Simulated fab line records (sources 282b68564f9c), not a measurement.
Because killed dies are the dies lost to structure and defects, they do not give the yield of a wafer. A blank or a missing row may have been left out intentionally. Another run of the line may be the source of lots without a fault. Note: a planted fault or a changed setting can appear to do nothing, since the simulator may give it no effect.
A lot that was struck, set against a sound lot || flow rit cmos || 26 steps out of a route of 202
Sound: wafers L947.1, L947.5, L947.6. Wafers L946.2, L946.3, L946.5 were the ones struck. The cause is named last.
Each step with rows lists, per side, the tool, then ch with its chambers, then its first start. Under that, the readings that differ: sound wafers || struck wafers || difference of the means || sigmas: that difference in standard deviations of wafers without a fault.
alike: readings whose means differ by less than 2 such deviations, and words and numbers that are the same on both sides. not compared: withheld readings, readings that some wafer has no value for, bounds like >300 that may hide the same value, and numbers for which the record gives no deviation and whose values overlap.
The two part at a step that has a row with sigmas, a row that says differs or no value, or rows on one side only. Numbers that don't overlap but have no deviation are shown without sigmas and don't part them. Lack of a reading on every wafer of one side parts them only where that side has two or more wafers.

first, 1 step without rows for these wafers: RIT_PRETRO_IMPLANT_08.
RIT_PRETRO_STRIP_09: strips in O2, time 180 s.
  sound on plasma asher-01 ch 0,1, day 2 22:34; struck on plasma asher-03 ch 0, day 2 18:58
  alike: drypump motor current A
  not compared: rf hours counter h
RIT_PRETRO_TW_MEAS_10:
  sound: film metro-01 at day 2 22:44; struck: film metro-01 at day 2 19:10
  alike: PRETRO_TW
then, 5 steps without rows for these wafers: RIT_GATE_WET_ETCH_00 (etches SiO2 in BOE, target depth 56 nm, time 60 s); RIT_GATE_CLEAN_01 (cleans in SC1, time 600 s); RIT_GATE_CLEAN_02 (cleans in dHF, time 30 s); RIT_GATE_CLEAN_03 (cleans in SC2, time 600 s); RIT_GATE_CLEAN_04 (cleans in dHF, time 60 s).
RIT_FOX2_THK_MEAS_91:
  sound: film metro-03 at day 2 23:14; struck: film metro-03 at day 2 19:42
  alike: FIELD_OXIDE_LEFT_2_THK
then, 2 steps without rows for these wafers: RIT_GATE_OXIDATION_05 (target thk 3 nm, ox time 270 s); RIT_GATE_ANNEAL_06 (time 600 s).
RIT_GATE_THK_MEAS_07:
  sound: film metro-01 at day 3 00:37; struck: film metro-02 at day 2 21:07
  alike: GATE_OXIDE_THK
RIT_GATE_CVD_08: deposits poly-Si from SiH4, target thk 250 nm, time 2220 s.
  sound on lpcvd-01 ch 0, day 3 00:41; struck on lpcvd-01 ch 1, day 2 23:49
RIT_GATE_THK_MEAS_09:
  sound: film metro-01 at day 3 02:17; struck: film metro-03 at day 3 02:15
{"reading": "GATE_POLY_THK (nm)", "sound": "257.1 254.6 254.8", "struck": "504.1 509.2 507.2", "difference": "+251.3", "sigmas": "+99 or more"}
then, 6 steps without rows for these wafers: RIT_GATE_HMDS_10 (prime time 60 s); RIT_GATE_COAT_11 (resist thk 850 nm); RIT_GATE_SOFTBAKE_12 (time 60 s); RIT_GATE_EXPOSE_13 (exposes mask M6, target cd 150 nm); RIT_GATE_PEB_14; RIT_GATE_DEVELOP_15 (develop time 50 s).
RIT_GATE_CD_MEAS_16: the cd target is 150 nm.
  sound: cd sem-01 at day 3 03:14; struck: cd sem-02 at day 3 03:23
  alike: cd nm
RIT_GATE_OVL_MEAS_17:
  sound: overlay-01 at day 3 03:22; struck: overlay-01 at day 3 03:29
  alike: GATE_OVL
then, 1 step without rows for these wafers: RIT_GATE_HARDBAKE_18 (time 60 s).
RIT_GATE_ETCH_19: etches poly-Si in SF6/CHF3/O2, stops on SiO2, time 165 s, target depth 312.5 nm.
  sound on rie si-01 ch 2,3, day 3 03:33; struck on rie si-02 ch 0,1, day 3 03:42
{"reading": "oes product au (a.u.)", "sound": "0.889 0.875 0.894", "struck": "1.000 1.008 1.014", "difference": "+0.121", "sigmas": "+9"}
{"reading": "model.GATE.feature depth nm (nm)", "sound": "257.1 254.6 254.8", "struck": "309.3 310.5 309.6", "difference": "+54.3", "sigmas": ""}
{"reading": "model.etch.depth nm (nm)", "sound": "257.1 254.6 254.8", "struck": "309.3 310.5 309.6", "difference": "+54.3", "sigmas": ""}
  alike: O2_flow_sccm, SF6_flow_sccm, drypump motor current A, throttle valve pct
  not compared: rf hours counter h
RIT_GATE_STRIP_20: strips in O2, time 180 s.
  sound on plasma asher-04 ch 0,1, day 3 03:39; struck on plasma asher-04 ch 0,1, day 3 03:50
  alike: drypump motor current A
  not compared: rf hours counter h
RIT_M1_PROBE_99:
  sound: prober-01 at day 3 23:32; struck: prober-02 at day 4 02:45
{"reading": "killed at front end", "sound": "6 9 11", "struck": "264 264 264", "difference": "+255", "sigmas": "+80"}
{"reading": "killed dies", "sound": "6 9 11", "struck": "264 264 264", "difference": "+255", "sigmas": "+80"}
{"reading": "killed on rim", "sound": "3 1 5", "struck": "70 70 70", "difference": "+67", "sigmas": "+48"}
  alike: killed at contacts, killed open, killed short

== WHERE THEY PART ==
First at RIT_GATE_THK_MEAS_09; last, within this record, at RIT_M1_PROBE_99.

WHY: what the simulator had put in
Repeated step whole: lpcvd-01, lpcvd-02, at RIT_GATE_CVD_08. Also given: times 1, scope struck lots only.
